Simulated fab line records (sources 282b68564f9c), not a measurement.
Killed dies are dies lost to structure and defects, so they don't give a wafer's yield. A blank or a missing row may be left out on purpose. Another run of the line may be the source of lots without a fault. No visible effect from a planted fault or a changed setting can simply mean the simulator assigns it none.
fab line records	flow rit_cmos
record: lots: 5	wafers: 23
route steps=202 shown SILICIDE@162 CONTACT@179 M1@184
start_h: hours from the record's first day to the start of the lot's first wafer shown	wait_h: hours from the lot's prior step to this one	" as in the row above	L1.1+2: several wafers, shown together as one row	- no value, or no start was given	* or withheld: withheld	< > ~ a bound
route shown NAME@n: names a module that has steps shown in the file, with the first one's number in the route	usual: mean/standard deviation of fault-free wafers	same: alike in all rows	chamber/n: place in a boat	sites: the reading at each site	_std_site: how widely they spread, as a standard deviation	_edge_site: outer sites' mean less inner sites'	radius_mm: how far each site lies from the wafer's centre	mask NAME#n: copy n	behind: the most recent tool/chamber to have shaped the wafer	hold: why the lot was held/for how many hours/how that ended	device: names the non-switching transistor (n, p or np)	end of line: the route-end tests of the same wafers	step lacking rows: just its recipe	killed: count of dies lost to structure and defects at first sort (not the wafer's yield)	map: shows each die of a wafer: x if killed, . if not, _ if none is there
set.NAME: the setting as run; set.NAME@STEP: as run at that earlier step	model.NAME: the simulator's own value behind a step, which no gauge read
lots where settings were altered on purpose, with a table for each step and a row for each wafer
== steps ==
step: RIT_SILICIDE_SPUTTER_01
recipe: material: Ti	target_thk_nm: 30	power_w: 350	chamber_pressure_pa: 0.667	gas: Ar	time_s: 240	substrate_temp_c: 25
lot.wafer	tool	chamber	start_h	wait_h	set.power_w	model.Ti_of_SILICIDE_SPUTTER_01.thk_nm
L074.1	pvd_sputter-01	-	50.12	0.0	363.3	30.71
L074.2	"	-	"	"	363.3	30.73
L074.3	"	-	"	"	350	29.67
L074.5	"	-	"	"	350	29.66
L074.6	"	-	"	"	363.3	30.91
L078.1	pvd_sputter-04	-	71.65	0.0	350	30.23
L078.3	"	-	"	"	350	29.05
L078.6	"	-	"	"	350	29.02
L080.1	pvd_sputter-01	-	80.17	0.0	350	30.23
L080.3	"	-	"	"	350	29.5
L080.4	"	-	"	"	350	30.46
L080.5	"	-	"	"	350	30.44
L080.6	"	-	"	"	350	29.79
L084.1	pvd_sputter-01	-	101.16	0.0	382.7	32.43
L084.2	"	-	"	"	350	30.48
L084.3	"	-	"	"	350	30.18
L084.5	"	-	"	"	350	30.2
L084.6	"	-	"	"	382.7	33.07
L085.1	pvd_sputter-02	-	105.62	0.0	380.5	32.38
L085.3	"	-	"	"	380.5	33.03
L085.4	"	-	"	"	350	29.77
L085.5	"	-	"	"	380.5	32.84
L085.6	"	-	"	"	350	30.38
step: RIT_SILICIDE_RS_MEAS_02
recipe: thk_meas_gauge: four-point-probe	reads: Ti_of_SILICIDE_SPUTTER_01
usual: SILICIDE_TI_RS: 48.1/0.83
lot.wafer	tool	chamber	start_h	wait_h	set.power_w@SILICIDE_SPUTTER_01	SILICIDE_TI_RS[ohm/sq]
L074.1	film_metro-02	-	50.27	0.1	363.3	46.6
L074.2	"	-	"	"	363.3	46.6
L074.3	"	-	"	"	350	48.7
L074.5	"	-	"	"	350	48.8
L074.6	"	-	"	"	363.3	46.1
L078.1	film_metro-02	-	71.80	0.1	350	47.4
L078.3	"	-	"	"	350	49.9
L078.6	"	-	"	"	350	50.1
L080.1	film_metro-02	-	80.32	0.1	350	47.5
L080.3	"	-	"	"	350	48.9
L080.4	"	-	"	"	350	47.0
L080.5	"	-	"	"	350	47.1
L080.6	"	-	"	"	350	48.3
L084.1	film_metro-02	-	101.31	0.1	382.7	43.5
L084.2	"	-	"	"	350	47.0
L084.3	"	-	"	"	350	47.5
L084.5	"	-	"	"	350	47.5
L084.6	"	-	"	"	382.7	42.4
L085.1	film_metro-02	-	105.77	0.1	380.5	43.5
L085.3	"	-	"	"	380.5	42.5
L085.4	"	-	"	"	350	48.4
L085.5	"	-	"	"	380.5	42.8
L085.6	"	-	"	"	350	47.2
step: RIT_SILICIDE_THK_MEAS_03
recipe: thk_meas_gauge: xrf	reads: Ti_of_SILICIDE_SPUTTER_01
usual: SILICIDE_TI_THK: 29.9/0.39
lot.wafer	tool	chamber	start_h	wait_h	set.power_w@SILICIDE_SPUTTER_01	SILICIDE_TI_THK[nm]
L074.1	film_metro-02	-	50.39	0.1	363.3	30.7
L074.2	"	-	"	"	363.3	30.8
L074.3	"	-	"	"	350	29.8
L074.5	"	-	"	"	350	29.8
L074.6	"	-	"	"	363.3	30.9
L078.1	film_metro-02	-	71.92	0.1	350	30.2
L078.3	"	-	"	"	350	29.1
L078.6	"	-	"	"	350	29.1
L080.1	film_metro-02	-	80.44	0.1	350	30.3
L080.3	"	-	"	"	350	29.7
L080.4	"	-	"	"	350	30.5
L080.5	"	-	"	"	350	30.5
L080.6	"	-	"	"	350	30.0
L084.1	film_metro-02	-	101.43	0.1	382.7	32.3
L084.2	"	-	"	"	350	30.2
L084.3	"	-	"	"	350	29.9
L084.5	"	-	"	"	350	30.1
L084.6	"	-	"	"	382.7	32.7
L085.1	film_metro-02	-	105.89	0.1	380.5	32.2
L085.3	"	-	"	"	380.5	32.8
L085.4	"	-	"	"	350	29.6
L085.5	"	-	"	"	380.5	32.7
L085.6	"	-	"	"	350	30.2
step: RIT_CONTACT_ETCH_11
recipe: target_depth_a: 4800	over_etch_frac: 0.2	stop_on: TiSi2	chemistry: CHF3/CF4/Ar	target: SiO2	CHF3_flow_sccm: 50	cf4_flow_sccm: 10	Ar_flow_sccm: 100	O2_flow_sccm: 5	pressure_mtorr: 100	rf_w: 200	time_s: 320
lot.wafer	tool	chamber	start_h	wait_h	set.time_s	model.NOVOLAK_of_CONTACT_COAT_03.thk_nm
L074.1	rie_diel-03	2	52.03	0.1	341.8	758.3
L074.2	"	0	"	"	320	773.4
L074.3	"	3	"	"	341.8	763.9
L074.5	"	3	"	"	320	772.9
L074.6	"	2	"	"	341.8	757.2
L078.1	rie_diel-01	0	73.54	0.1	320	776.2
L078.3	"	1	"	"	320	773.9
L078.6	"	1	"	"	320	773.7
L080.1	rie_diel-02	1	82.24	0.1	320	772.9
L080.3	"	3	"	"	320	772.5
L080.4	"	3	"	"	320	773.7
L080.5	"	2	"	"	272.5	788.4
L080.6	"	1	"	"	272.5	785.7
L084.1	rie_diel-01	0	104.75	0.1	334.8	766.1
L084.2	"	1	"	"	320	770.8
L084.3	"	2	"	"	320	768.4
L084.5	"	0	"	"	334.8	767.2
L084.6	"	1	"	"	320	772.5
L085.1	rie_diel-03	3	107.80	0.1	284.7	780.4
L085.3	"	2	"	"	320	761.4
L085.4	"	1	"	"	320	769.3
L085.5	"	0	"	"	320	769.9
L085.6	"	1	"	"	284.7	782.9
step: RIT_M1_SPUTTER_00
recipe: material: Al	target_thk_nm: 400	power_w: 2000	chamber_pressure_pa: 0.4	gas: Ar	time_s: 500	substrate_temp_c: 25
lot.wafer	tool	chamber	start_h	wait_h	set.power_w	model.Al_of_M1_SPUTTER_00.thk_nm
L074.1	pvd_sputter-02	-	52.89	0.0	2000	399.3
L074.2	"	-	"	"	2134	420.8
L074.3	"	-	"	"	2000	403.4
L074.5	"	-	"	"	2000	404.1
L074.6	"	-	"	"	2134	426.4
L078.1	pvd_sputter-03	-	74.38	0.0	2000	406.5
L078.3	"	-	"	"	2000	407.9
L078.6	"	-	"	"	2000	406
L080.1	pvd_sputter-02	-	83.08	0.0	1767	361.6
L080.3	"	-	"	"	1767	356.7
L080.4	"	-	"	"	2000	397.8
L080.5	"	-	"	"	2000	399.4
L080.6	"	-	"	"	2000	408.4
L084.1	pvd_sputter-04	-	105.60	0.0	2146	437.1
L084.2	"	-	"	"	2000	398.6
L084.3	"	-	"	"	2000	415
L084.5	"	-	"	"	2146	439.6
L084.6	"	-	"	"	2146	442.2
L085.1	pvd_sputter-03	-	108.64	0.0	2000	402.1
L085.3	"	-	"	"	2000	403.8
L085.4	"	-	"	"	2000	400.2
L085.5	"	-	"	"	2000	401.5
L085.6	"	-	"	"	2000	406.8
step: RIT_M1_RS_MEAS_01
recipe: thk_meas_gauge: four-point-probe	reads: Al_of_M1_SPUTTER_00
usual: M1_AL_RS: 0.0724/0.00096
lot.wafer	tool	chamber	start_h	wait_h	set.power_w@M1_SPUTTER_00	M1_AL_RS[ohm/sq]
L074.1	film_metro-01	-	53.18	0.1	2000	0.0734
L074.2	"	-	"	"	2134	0.0698
L074.3	"	-	"	"	2000	0.0728
L074.5	"	-	"	"	2000	0.0724
L074.6	"	-	"	"	2134	0.0687
L078.1	film_metro-04	-	74.68	0.1	2000	0.0721
L078.3	"	-	"	"	2000	0.0719
L078.6	"	-	"	"	2000	0.0723
L080.1	film_metro-03	-	83.37	0.1	1767	0.0813
L080.3	"	-	"	"	1767	0.0825
L080.4	"	-	"	"	2000	0.0739
L080.5	"	-	"	"	2000	0.0733
L080.6	"	-	"	"	2000	0.0718
L084.1	film_metro-04	-	105.90	0.1	2146	0.0671
L084.2	"	-	"	"	2000	0.0738
L084.3	"	-	"	"	2000	0.0708
L084.5	"	-	"	"	2146	0.0667
L084.6	"	-	"	"	2146	0.0665
L085.1	film_metro-04	-	108.93	0.1	2000	0.0730
L085.3	"	-	"	"	2000	0.0727
L085.4	"	-	"	"	2000	0.0733
L085.5	"	-	"	"	2000	0.0731
L085.6	"	-	"	"	2000	0.0721
step: RIT_M1_THK_MEAS_02
recipe: thk_meas_gauge: xrf	reads: Al_of_M1_SPUTTER_00
usual: M1_AL_THK: 404/5.6
lot.wafer	tool	chamber	start_h	wait_h	set.power_w@M1_SPUTTER_00	M1_AL_THK[nm]
L074.1	film_metro-01	-	53.30	0.1	2000	400
L074.2	"	-	"	"	2134	421
L074.3	"	-	"	"	2000	407
L074.5	"	-	"	"	2000	402
L074.6	"	-	"	"	2134	422
L078.1	film_metro-04	-	74.80	0.1	2000	405
L078.3	"	-	"	"	2000	404
L078.6	"	-	"	"	2000	403
L080.1	film_metro-03	-	83.49	0.1	1767	364
L080.3	"	-	"	"	1767	357
L080.4	"	-	"	"	2000	397
L080.5	"	-	"	"	2000	399
L080.6	"	-	"	"	2000	408
L084.1	film_metro-04	-	106.02	0.1	2146	437
L084.2	"	-	"	"	2000	396
L084.3	"	-	"	"	2000	414
L084.5	"	-	"	"	2146	439
L084.6	"	-	"	"	2146	440
L085.1	film_metro-04	-	109.05	0.1	2000	399
L085.3	"	-	"	"	2000	400
L085.4	"	-	"	"	2000	399
L085.5	"	-	"	"	2000	400
L085.6	"	-	"	"	2000	405
== key ==
split: step: RIT_SILICIDE_SPUTTER_01	setting: power_w	stated: 350	by: wafer
response: step: RIT_SILICIDE_SPUTTER_01	reading: model.Ti_of_SILICIDE_SPUTTER_01.thk_nm	change: +0.285	per: 1%	r: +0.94
response: step: RIT_SILICIDE_RS_MEAS_02	reading: SILICIDE_TI_RS	change: -0.52	per: 1%	r: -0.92
response: step: RIT_SILICIDE_THK_MEAS_03	reading: SILICIDE_TI_THK	change: +0.281	per: 1%	r: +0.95
split: step: RIT_CONTACT_ETCH_11	setting: time_s	stated: 320	by: wafer
response: step: RIT_CONTACT_ETCH_11	reading: model.NOVOLAK_of_CONTACT_COAT_03.thk_nm	change: -1.17	per: 1%	r: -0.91
split: step: RIT_M1_SPUTTER_00	setting: power_w	stated: 2000	by: wafer
response: step: RIT_M1_SPUTTER_00	reading: model.Al_of_M1_SPUTTER_00.thk_nm	change: +3.76	per: 1%	r: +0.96
response: step: RIT_M1_RS_MEAS_01	reading: M1_AL_RS	change: -0.000717	per: 1%	r: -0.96
response: step: RIT_M1_THK_MEAS_02	reading: M1_AL_THK	change: +3.59	per: 1%	r: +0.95
